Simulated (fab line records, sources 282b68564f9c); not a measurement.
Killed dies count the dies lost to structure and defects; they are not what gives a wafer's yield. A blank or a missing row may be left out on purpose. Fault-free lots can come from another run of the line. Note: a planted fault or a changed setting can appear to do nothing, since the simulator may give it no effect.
What tool caused it? -- flow ritCmos -- Sampling: 14 lots, 42 wafers, 2 of 202 route steps

== WHAT EACH GAUGE READ, for each wafer ==
Not one reading of a measure or inspect step in the record can be checked against a usual standard deviation.

== EACH LOT AND THE TOOL THAT RAN IT (in order: tool; ch and the chambers of the sampled wafers; start) ==
lot,RIT_M1_SOFTBAKE_05,RIT_M1_PROBE_99
L853,"lithoTrack-02 ch 0, day 3 16:28","prober-02, day 3 19:44"
L854,"lithoTrack-02 ch 0, day 3 22:25",-
L855,"lithoTrack-01 ch 0, day 4 01:51",-
L856,"lithoTrack-02 ch 0, day 4 08:55",-
L857,"lithoTrack-01 ch 0, day 4 14:07",-
L858,"lithoTrack-04 ch 0, day 4 19:36",-
L859,"lithoTrack-02 ch 0, day 4 23:06",-
L861,"lithoTrack-01 ch 0, day 5 11:21",-
L862,"lithoTrack-01 ch 0, day 5 13:51",-
L865,"lithoTrack-04 ch 0, day 6 04:34","prober-02, day 6 08:10"
L866,"lithoTrack-02 ch 0, day 6 10:42","prober-01, day 6 14:05"
L867,"lithoTrack-02 ch 0, day 6 16:02","prober-02, day 6 19:26"
L868,"lithoTrack-02 ch 0, day 6 19:42","prober-01, day 6 23:29"
L873,"lithoTrack-02 ch 0, day 7 20:32","prober-02, day 8 00:44"
- RIT_M1_SOFTBAKE_05: time 60 s.
- RIT_M1_PROBE_99

== WHAT THE TOOLS THEMSELVES READ (means of the sampled wafers that have a number; where no wafer has one, the mark that the record gives instead) ==
RIT_M1_SOFTBAKE_05.
lot,tool,chillPlateTempC (C),heaterPowerTotalW (W),plateTempC (C)
L853,lithoTrack-02,23.02,34.58,90.10
L854,lithoTrack-02,23.19,34.65,90.09
L855,lithoTrack-01,22.96,34.58,89.98
L856,lithoTrack-02,22.97,34.54,90.03
L857,lithoTrack-01,23.01,34.57,90.11
L858,lithoTrack-04,22.90,34.54,90.15
L859,lithoTrack-02,22.94,34.54,89.99
L861,lithoTrack-01,23.07,37.43,95.53
L862,lithoTrack-01,22.93,37.46,95.52
L865,lithoTrack-04,22.91,34.59,89.99
L866,lithoTrack-02,23.09,34.56,89.90
L867,lithoTrack-02,23.00,34.57,89.96
L868,lithoTrack-02,23.03,34.59,89.89
L873,lithoTrack-02,23.18,34.57,89.96

RIT_M1_PROBE_99.
lot,tool,defectLimitedYield (%),killed_at_M0_to_M3,killedAtContacts,killedAtFrontEnd,killedDies,killedOpen,killedShort,sort_bin_3_pad_short (%),sort_bin_5_function (%),sort_bin_6_memory (%),sortNPass,sortYieldPct (%)
L853,prober-02,97.0,0.0,0.3,7.7,8.0,3.3,4.7,0.4,1.2,1.5,256.0,97.0
L865,prober-02,96.5,0.0,0.0,9.3,9.3,4.7,4.7,0.1,2.2,1.3,254.7,96.5
L866,prober-01,97.3,0.0,0.0,7.0,7.0,3.3,3.7,0.0,1.8,0.9,257.0,97.3
L867,prober-02,97.6,0.0,0.0,6.3,6.3,2.0,4.3,0.1,1.6,0.6,257.7,97.6
L868,prober-01,97.9,0.0,0.3,5.3,5.7,1.7,4.0,0.1,1.4,0.6,258.3,97.9
L873,prober-02,96.7,0.0,0.3,8.3,8.7,4.3,4.0,0.0,2.0,1.3,255.3,96.7

== THE ANSWER, worked out from the rows above alone ==
Rule: usual is defined by the lots themselves. The widest of any qualifying gaps counts: lots, ordered by their means at a reading, are off when they make up no more than a third of the lots, leave a main group of 4 or more, and stand apart from it by 3 or more times the standard deviation of that group's means. The tables above print the reading to a certain number of digits; a main group whose means all agree to those digits is not used. Also off: a lot with no number at a reading for which 4 or more lots have one. The other lots that the step has rows for count as sound. First the gauges in route order, then the tools' own readings, where a lot's mean is used as printed above. At the first step where some lot is off, the reading lying furthest off is the one used; lots without a number count as furthest.
Off: L861, L862 (RIT_M1_SOFTBAKE_05, heaterPowerTotalW). For the main group the mean is 34.57 W and the standard deviation 0.029.
A tool fits if, at that step or a process step before it, it ran every lot that is off, and no sound lot after the first of them. One fits: lithoTrack-01 at RIT_M1_SOFTBAKE_05. A fault onset in the window from L857 (day 4 14:07, its last sound lot) to L861 (day 5 11:21, its first lot off) fits.
The tool's own readings at RIT_M1_SOFTBAKE_05 bear it out: on the lots that are off they differ by more than 5 times the standard deviation of the sound lots' means. heaterPowerTotalW reads 37.45 W there against 34.57 W on the sound lots; plateTempC reads 95.53 C there against 90.01 C on the sound lots.

== WHAT HAD BEEN PUT IN BY THE SIMULATOR ==
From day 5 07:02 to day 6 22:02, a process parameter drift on lithoTrack-01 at RIT_M1_SOFTBAKE_05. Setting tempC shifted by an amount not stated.
Struck lots among those shown: L861, L862. The same result came from the rule above.
